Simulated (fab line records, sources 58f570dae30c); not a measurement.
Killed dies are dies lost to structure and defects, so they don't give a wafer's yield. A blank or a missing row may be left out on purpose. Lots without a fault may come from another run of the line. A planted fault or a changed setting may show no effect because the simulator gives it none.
Which tool did it? | flow berkeley_cmos170 | 10 lots, 30 wafers sampled, at 4 steps of a route of 331

WHAT THE GAUGES READ, wafer by wafer
UCB170_M2_CD_MEAS_15: target cd 700 nm.
lot  | measured     | on        | cd_nm (nm)
L283 | day 9 05:22  | cd_sem-01 | 698.6 699.3 699.3
L284 | day 9 12:58  | cd_sem-02 | 697.8 698.3 698.1
L285 | day 9 16:45  | cd_sem-01 | 701.0 703.1 702.8
L287 | day 9 21:37  | cd_sem-01 | 699.8 701.5 700.2
L296 | day 11 13:17 | cd_sem-01 | 699.5 702.3 700.2
L297 | day 11 23:19 | cd_sem-02 | 700.2 699.6 700.6
L298 | day 11 23:26 | cd_sem-01 | 699.5 699.7 699.6
L304 | day 13 04:52 | cd_sem-01 | 700.9 700.4 700.2
L302 | day 13 05:08 | cd_sem-01 | 698.1 697.8 698.2
L305 | day 13 06:05 | cd_sem-01 | 699.4 699.0 698.4

UCB170_M2_OVL_MEAS_16.
lot  | measured     | on         | M2_OVL (nm)
L283 | day 9 05:27  | overlay-01 | -6 -9 -7
L284 | day 9 13:04  | overlay-01 | 0 -6 0
L285 | day 9 16:52  | overlay-02 | 5 4 1
L287 | day 9 21:41  | overlay-01 | -2 2 -1
L296 | day 11 13:23 | overlay-02 | 8 -2 -1
L297 | day 11 23:26 | overlay-01 | -2 7 6
L298 | day 11 23:33 | overlay-02 | 5 1 0
L304 | day 13 04:59 | overlay-02 | -6 -2 0
L302 | day 13 05:15 | overlay-01 | 4 -4 0
L305 | day 13 06:11 | overlay-01 | -1 -11 2

WHICH TOOL RAN EACH LOT (tool, then ch and the chambers of the sampled wafers, then the start)
lot  | UCB170_M2_SPUTTER_01         | UCB170_M2_STRIP_07
L283 | pvd_sputter-02, day 9 02:44  | plasma_asher-01 ch 0,1, day 9 03:39
L284 | pvd_sputter-02, day 9 10:17  | plasma_asher-03 ch 0,1, day 9 11:29
L285 | pvd_sputter-02, day 9 11:31  | plasma_asher-03 ch 0,1, day 9 12:44
L287 | pvd_sputter-02, day 9 17:06  | plasma_asher-04 ch 0,1, day 9 18:51
L296 | pvd_sputter-04, day 11 10:47 | plasma_asher-01 ch 0,1, day 11 11:33
L297 | pvd_sputter-04, day 11 21:01 | plasma_asher-04 ch 0,1, day 11 21:48
L298 | pvd_sputter-01, day 11 21:17 | plasma_asher-04 ch 0,1, day 11 22:01
L304 | pvd_sputter-04, day 13 02:13 | plasma_asher-03 ch 0,1, day 13 02:58
L302 | pvd_sputter-01, day 13 02:56 | plasma_asher-01 ch 0,1, day 13 03:52
L305 | pvd_sputter-01, day 13 03:39 | plasma_asher-03 ch 0,1, day 13 04:35
- UCB170_M2_SPUTTER_01: material Al, target thk 900 nm, time 120 s.
- UCB170_M2_STRIP_07: strips in O2.

WHAT THE TOOLS THEMSELVES READ (means of the sampled wafers that have a number; where no wafer has one, the mark that the record gives instead)
UCB170_M2_SPUTTER_01.
lot  | tool           | cathode_dc_power_W (W) | throttle_valve_pct (%)
L283 | pvd_sputter-02 | 5999.5                 | 28.7
L284 | pvd_sputter-02 | 6000.3                 | 29.7
L285 | pvd_sputter-02 | 6000.9                 | 29.2
L287 | pvd_sputter-02 | 5999.8                 | 29.5
L296 | pvd_sputter-04 | 5999.3                 | 30.0
L297 | pvd_sputter-04 | 6000.4                 | 29.7
L298 | pvd_sputter-01 | 5999.0                 | 30.2
L304 | pvd_sputter-04 | 5999.5                 | 29.9
L302 | pvd_sputter-01 | 5999.7                 | 29.7
L305 | pvd_sputter-01 | 5999.4                 | 29.9

UCB170_M2_STRIP_07.
lot  | tool            | drypump_motor_current_A (A) | oes_product_au (a.u.) | strip_time_to_endpoint_s (s)
L283 | plasma_asher-01 | 6.2                         | 0.738                 | 21.98
L284 | plasma_asher-03 | 5.9                         | 0.736                 | 21.99
L285 | plasma_asher-03 | 5.8                         | 0.733                 | 21.97
L287 | plasma_asher-04 | 5.4                         | 0.736                 | 22.04
L296 | plasma_asher-01 | 6.2                         | 0.731                 | 21.91
L297 | plasma_asher-04 | 5.3                         | 0.735                 | 21.93
L298 | plasma_asher-04 | 5.6                         | 0.733                 | 21.93
L304 | plasma_asher-03 | 5.8                         | 0.732                 | 21.85
L302 | plasma_asher-01 | 6.2                         | 0.732                 | 22.02
L305 | plasma_asher-03 | 5.8                         | 0.737                 | 21.99

THE ANSWER, worked out from the rows above alone
Rule: what is usual is taken from the lots themselves. Put in order of their means at a reading, lots are off if they are a third of the lots or fewer, leave a main group of 4 or more, and stand apart from it by a gap of 3 or more times the standard deviation of the main group's means; of several such gaps the widest counts. A main group whose means are all the same, to the digits that the tables above print for the reading, isn't used. A lot without any number at a reading at which 4 lots or more have one is off too. The other lots that the step has rows for count as sound. The gauges are gone through in route order, then the tools' own readings, and for those a lot's mean is taken as printed above. The first step at which some lot is off is used, and at that step the reading that is off furthest; a lot without a number counts as furthest.
No lot is off at any reading shown: from this, nothing can be told.

WHAT THE SIMULATOR HAD PUT IN
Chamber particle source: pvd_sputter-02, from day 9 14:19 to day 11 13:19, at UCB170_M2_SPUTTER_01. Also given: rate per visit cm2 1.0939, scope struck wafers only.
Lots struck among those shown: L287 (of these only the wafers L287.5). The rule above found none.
